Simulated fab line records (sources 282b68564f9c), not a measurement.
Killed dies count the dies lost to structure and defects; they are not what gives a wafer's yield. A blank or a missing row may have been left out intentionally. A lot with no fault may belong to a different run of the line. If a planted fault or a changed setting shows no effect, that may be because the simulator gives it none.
Check of tool commonality    flow rit_cmos    Sampled: 14 lots, 42 wafers

REASON FOR OPENING
2 of 14 lots carry a flag on the reading GATE_POLY_THK at RIT_GATE_THK_MEAS_09. Wafers without a fault read 250.5 nm, standard deviation 2.8.
Rule: a lot gets a flag if all its wafers with a number sit over 4 standard deviations from that mean, or if no wafer of it has a number. The rest of the lots are taken to be sound.

lot   measured     on             GATE_POLY_THK (nm), wafer by wafer  flag
L287  day 2 11:31  film_metro-04  248.3 247.4 247.1                   
L289  day 2 21:16  film_metro-04  256.1 256.3 255.9                   
L291  day 3 10:55  film_metro-02  246.8 247.6 250.1                   
L292  day 3 16:55  film_metro-04  254.6 258.2 254.6                   
L293  day 3 23:49  film_metro-02  247.6 245.4 244.3                   
L294  day 4 02:41  film_metro-01  249.0 248.0 250.0                   
L295  day 4 13:14  film_metro-04  250.7 252.5 251.2                   
L297  day 4 17:25  film_metro-04  254.7 253.8 257.6                   
L298  day 5 00:56  film_metro-01  247.0 246.3 249.5                   
L302  day 5 15:41  film_metro-02  222.8 223.6 220.9                   FLAGGED
L303  day 5 19:16  film_metro-04  251.7 252.4 252.7                   
L304  day 6 02:02  film_metro-01  222.5 224.9 223.4                   FLAGGED
L306  day 6 12:51  film_metro-04  249.8 251.5 250.5                   
L307  day 6 15:29  film_metro-02  249.4 250.4 249.9                   
The mean of the flagged lots' numbers is 223.0 nm, -27.5 nm from the usual (-10 standard deviations).

TOOL THAT RAN EACH LOT
The record holds 1 process step before the reading, out of a route of 202 steps. Read each cell as the tool, then ch plus the chambers that the sampled wafers visited, then the start.
lot   flag     RIT_GATE_CVD_08
L287           lpcvd-01 ch 0, day 2 09:52
L289           lpcvd-01 ch 0, day 2 19:38
L291           lpcvd-02 ch 1, day 3 09:18
L292           lpcvd-02 ch 0, day 3 14:29
L293           lpcvd-01 ch 0, day 3 22:10
L294           lpcvd-01 ch 1, day 4 01:03
L295           lpcvd-01 ch 0, day 4 11:37
L297           lpcvd-02 ch 0, day 4 15:48
L298           lpcvd-01 ch 0, day 4 23:19
L302  FLAGGED  lpcvd-01 ch 0, day 5 14:04
L303           lpcvd-02 ch 1, day 5 17:38
L304  FLAGGED  lpcvd-01 ch 0, day 6 00:23
L306           lpcvd-02 ch 0, day 6 11:13
L307           lpcvd-02 ch 0, day 6 13:52
These steps, and what they do:
- RIT_GATE_CVD_08: deposits poly-Si from SiH4, target thk 250 nm, time 2220 s.
- RIT_GATE_THK_MEAS_09

FLAGGED OVER TOTAL, TOOL BY TOOL (the gauges that took the reading come last)
step                  tool           lots run  flagged  share of the flagged lots  sound lots run after its first flagged lot
RIT_GATE_CVD_08       lpcvd-01       8         2        all                        0
RIT_GATE_CVD_08       lpcvd-02       6         0        none                       -
RIT_GATE_THK_MEAS_09  film_metro-01  3         1        some                       0
RIT_GATE_THK_MEAS_09  film_metro-02  4         1        some                       1 (L307)
RIT_GATE_THK_MEAS_09  film_metro-04  7         0        none                       -

WHAT IS ALLOWED BY THE TABLE
1 row of the table ran every flagged lot: lpcvd-01 at RIT_GATE_CVD_08.
- lpcvd-01 at RIT_GATE_CVD_08: 2 of its 8 lots flagged. A fault beginning between L298 (day 4 23:19), its last sound lot, and L302 (day 5 14:04), its first flagged one, fits the data. Its own readings lie more than 4 standard deviations out on every wafer of the flagged lots: pressure_mtorr.
What remains is a single tool, lpcvd-01 at RIT_GATE_CVD_08.

WHAT THE SIMULATOR HAD PUT IN
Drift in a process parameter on lpcvd-01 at RIT_GATE_CVD_08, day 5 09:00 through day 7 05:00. A move of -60 in setting pressure_mtorr, from 300. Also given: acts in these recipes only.
Struck lots among those shown: L302, L304. The rule given above showed the same thing.
